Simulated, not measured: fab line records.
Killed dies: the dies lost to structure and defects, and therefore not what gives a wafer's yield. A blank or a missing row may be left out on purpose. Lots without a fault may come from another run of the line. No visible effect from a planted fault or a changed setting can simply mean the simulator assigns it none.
Split-lot study | flow rit-cmos | 5 lots, 23 wafers read, on a route of 202 steps

## SPLIT DETAILS
At RIT_GATE_DEVELOP_15 (develop time 50 s), the setting develop-time-s was moved away from the recipe's 50 s on 4 of the 23 wafers read, by -12.6% to +12.5%. This setting was run at the recipe's value on the other wafers.

## FROM THE SPLIT TO THE READING: what the file shows between them, 2 steps
- RIT_GATE_HARDBAKE_18: time 60 s
- RIT_GATE_ETCH_19: etches poly-Si in SF6/CHF3/O2, stops on SiO2, time 165 s, target depth 312.5 nm

## THE READING
etest.nmos-turned.drive-ua-um (the simulator's own value, which no gauge read), at RIT_M1_PROBE_99. No usual value for it is given in the file. Across the 19 wafers here that went through the recipe, the average is 324.7 and the standard deviation 49.

wafer  | tool, chamber at the split | develop-time-s as run, s | against the recipe | etest.nmos-turned.drive-ua-um | against lot-mates on the recipe
L076.1 | litho-track-04, 0          | 50                       | recipe             | 281.6                         | -
L076.3 | litho-track-04, 0          | 50                       | recipe             | 282.6                         | -
L076.4 | litho-track-04, 0          | 50                       | recipe             | 278.7                         | -
L076.5 | litho-track-04, 0          | 56.23                    | +12.5%             | 321.3                         | +40.3
L076.6 | litho-track-04, 0          | 56.23                    | +12.5%             | 323.6                         | +42.6
L077.1 | litho-track-04, 0          | 50                       | recipe             | 336.4                         | -
L077.5 | litho-track-04, 0          | 50                       | recipe             | 354.4                         | -
L077.6 | litho-track-04, 0          | 50                       | recipe             | 337.7                         | -
L078.1 | litho-track-04, 0          | 43.7                     | -12.6%             | 303.8                         | -45.5
L078.2 | litho-track-04, 0          | 50                       | recipe             | 365.6                         | -
L078.4 | litho-track-04, 0          | 50                       | recipe             | 346                           | -
L078.5 | litho-track-04, 0          | 43.7                     | -12.6%             | 306.5                         | -42.8
L078.6 | litho-track-04, 0          | 50                       | recipe             | 336.3                         | -
L081.1 | litho-track-02, 0          | 50                       | recipe             | 387.3                         | -
L081.2 | litho-track-02, 0          | 50                       | recipe             | 377.6                         | -
L081.4 | litho-track-02, 0          | 50                       | recipe             | 384.4                         | -
L081.5 | litho-track-02, 0          | 50                       | recipe             | 386.6                         | -
L081.6 | litho-track-02, 0          | 50                       | recipe             | 387.1                         | -
L085.2 | litho-track-04, 0          | 50                       | recipe             | 269.7                         | -
L085.3 | litho-track-04, 0          | 50                       | recipe             | 263.4                         | -
L085.4 | litho-track-04, 0          | 50                       | recipe             | 248.1                         | -
L085.5 | litho-track-04, 0          | 50                       | recipe             | 272.6                         | -
L085.6 | litho-track-04, 0          | 50                       | recipe             | 273.5                         | -

THE FIT
A straight line over all 23 wafers: etest.nmos-turned.drive-ua-um changes by +0.694 for each +1% of develop-time-s; r = +0.08; the points scatter about the line by 47.
The same after taking each lot's own level away (the mean of its wafers on the recipe; 23 wafers): +3.42 for each +1%; r = +0.93; scatter 7.5.
According to that fit, moving develop-time-s by its largest amount changes the reading by 43.
The span of the lots' own levels, 265.46 to 384.60, comes to 2.4 times the standard deviation stated above.
So the lot-to-lot level blurs the effect unless lot-mates are compared.
Check: -42.3 against its lot-mates is what the line predicts for one of the wafers moved furthest among these (-12.6%) when that wafer is left out of the fit. It came out at -45.5 against them.

## ADDITIONAL SPLITS CARRIED BY THESE WAFERS
Note: prior to the reading, these wafers also went through further splits. Each is held against what the fit with the lots' levels taken away leaves over:
other split on the same wafers       | wafers away from the commonest value | r with etest.nmos-turned.drive-ua-um (lot level and that fit taken away)
RIT_ACTIVE_CVD_03 time-s             | 18                                   | +0.01
RIT_ACTIVE_DEVELOP_10 develop-time-s | 8                                    | +0.05
RIT_ACTIVE_CLEAN_15 time-s           | 10                                   | -0.01
RIT_FOX1_OXIDATION_00 temp-c         | 18                                   | +0.03
RIT_NWELL_IMPLANT_08 energy-kev      | 10                                   | -0.30
RIT_PWELL_IMPLANT_08 energy-kev      | 8                                    | +0.35
RIT_NRETRO_COAT_01 spin-rpm          | 8                                    | +0.14
RIT_NRETRO_IMPLANT_08 energy-kev     | 6                                    | +0.01
RIT_GATE_CVD_08 time-s               | 18                                   | -0.01

## THE WHOLE CHAIN: every reading that the file lists as answering this split, in the file's order
step            | what it does | reading                                                                        | change (the file's fit)           | r (the file's)
RIT_M1_PROBE_99 |              | etest.pmos-turned.r-on-ohm-um (the simulator's own value, which no gauge read) | -44.7 for each +1% of the setting | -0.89
RIT_M1_PROBE_99 |              | etest.nmos_0p15.r-on-ohm-um (the simulator's own value, which no gauge read)   | -13.4 for each +1% of the setting | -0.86
RIT_M1_PROBE_99 |              | etest.pmos_0p15.r-on-ohm-um (the simulator's own value, which no gauge read)   | -42.7 for each +1% of the setting | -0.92
RIT_M1_PROBE_99 |              | etest.nmos_0p3.r-on-ohm-um (the simulator's own value, which no gauge read)    | -13.4 for each +1% of the setting | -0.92
RIT_M1_PROBE_99 |              | etest.nmos-turned.drive-ua-um (the simulator's own value, which no gauge read) | +3.42 for each +1% of the setting | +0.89

## FILE'S OWN FIT
etest.nmos-turned.drive-ua-um changes by +3.42 for each +1% of develop-time-s, r = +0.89.
